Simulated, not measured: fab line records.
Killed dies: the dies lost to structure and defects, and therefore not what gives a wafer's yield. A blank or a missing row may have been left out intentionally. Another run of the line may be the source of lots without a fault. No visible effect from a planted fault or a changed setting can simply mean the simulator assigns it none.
8D (eight disciplines) problem report, filled in by code	flow rit_cmos	the parts of the form that need people (team, actions taken, sign-off) are left out

## 1. WHAT WENT WRONG
Mean NLDD_TW at RIT_NLDD_TW_MEAS_10: 1557 over 9 wafers in 3 lots; fault-free wafers: 2481, standard deviation 13. That is -71 standard deviations from the usual mean.
Earliest sighting: wafer L990.2 on film_metro-04 at day 5 02:14. The record holds 45 wafers of 15 lots with a number at this step. By rule, "out" or "out of limits" means more than 4 standard deviations away from the usual mean. The rest of the wafers with a number are treated as sound.

## 2. WHAT IT IS AND WHAT IT IS NOT
question	is	is not
which readings at this step	NLDD_TW	-
which lots	L990, L991, L993	L100, L979, L980, L981, L982, L983, L984, L985, L989, L992, L997, L999
which wafers of those lots	all that have a number	-
read on which gauges	film_metro-02, film_metro-04	film_metro-01
when	from day 5 02:14	up to then (24 sound wafers); but 12 sound wafers of L100, L992, L997, L999 came after

## 3. THE SUSPECTS, EACH WITH WHAT RULES IT OUT
Counting: a tool stays on the suspect list if, at a process step up to the reading, it processed all lots that are out and no sound lot following the first of them.
- ruled out: the gauge at RIT_NLDD_TW_MEAS_10. Those wafers that are out were read across 2 gauges (film_metro-02, film_metro-04).
- implanter-03 at RIT_NLDD_IMPLANT_08: kept. All lots that are out passed through it, beginning with L990 at day 5 01:55, and no sound lot followed; its final sound lot before that point was L984 at day 3 20:41. Out on those wafers are its own readings of dose_ions_cm2, faraday_current_uA.
Left after counting: implanter-03 at RIT_NLDD_IMPLANT_08.

## 4. THE CAUSE (what the simulator had put in)
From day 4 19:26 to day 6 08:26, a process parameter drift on implanter-03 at RIT_NLDD_IMPLANT_08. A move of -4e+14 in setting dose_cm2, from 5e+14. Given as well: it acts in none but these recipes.
This tool alone remained once counting was done.

## 5. SEQUENCE OF EFFECTS, ordered by route
One row per reading whose mean, taken over the struck wafers that have a number, lies over 3 standard deviations from the usual. Only readings for which the record gives a usual standard deviation are gone through. hours: the time from each lot's start at the first step in this table that gives one to its start at this step, as a median over the lots. sigmas: the change in usual standard deviations.
hours	step	reading	usual	on struck wafers	change	sigmas
0	RIT_NLDD_IMPLANT_08	dose_ions_cm2	5e+14	1e+14	-4e+14	-99 or more
0	RIT_NLDD_IMPLANT_08	faraday_current_uA	1572	318	-1254	-42
0	RIT_NLDD_TW_MEAS_10	NLDD_TW	2481	1557	-924	-71
8	RIT_SDANNEAL_RS_MEAS_07	NLDD_RS	151.5 ohm/sq	514.4	+362.9	+99 or more
The process steps in it:
- RIT_NLDD_IMPLANT_08

## 6. WHAT WOULD HAVE CAUGHT IT SOONER
The first out-of-limits reading at a measuring or inspecting step in this record came at day 5 02:14, 7 hours after the fault's start at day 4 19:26.
Tool's own readings at RIT_NLDD_IMPLANT_08, dose_ions_cm2, faraday_current_uA: out on all struck wafers the step has rows for; an alarm limit on them would have tripped on the first.
Among the 3 lots that are out, L991, L993 began RIT_NLDD_IMPLANT_08 on implanter-03 after day 5 02:14. A hold on the tool at that time would have spared those 2.
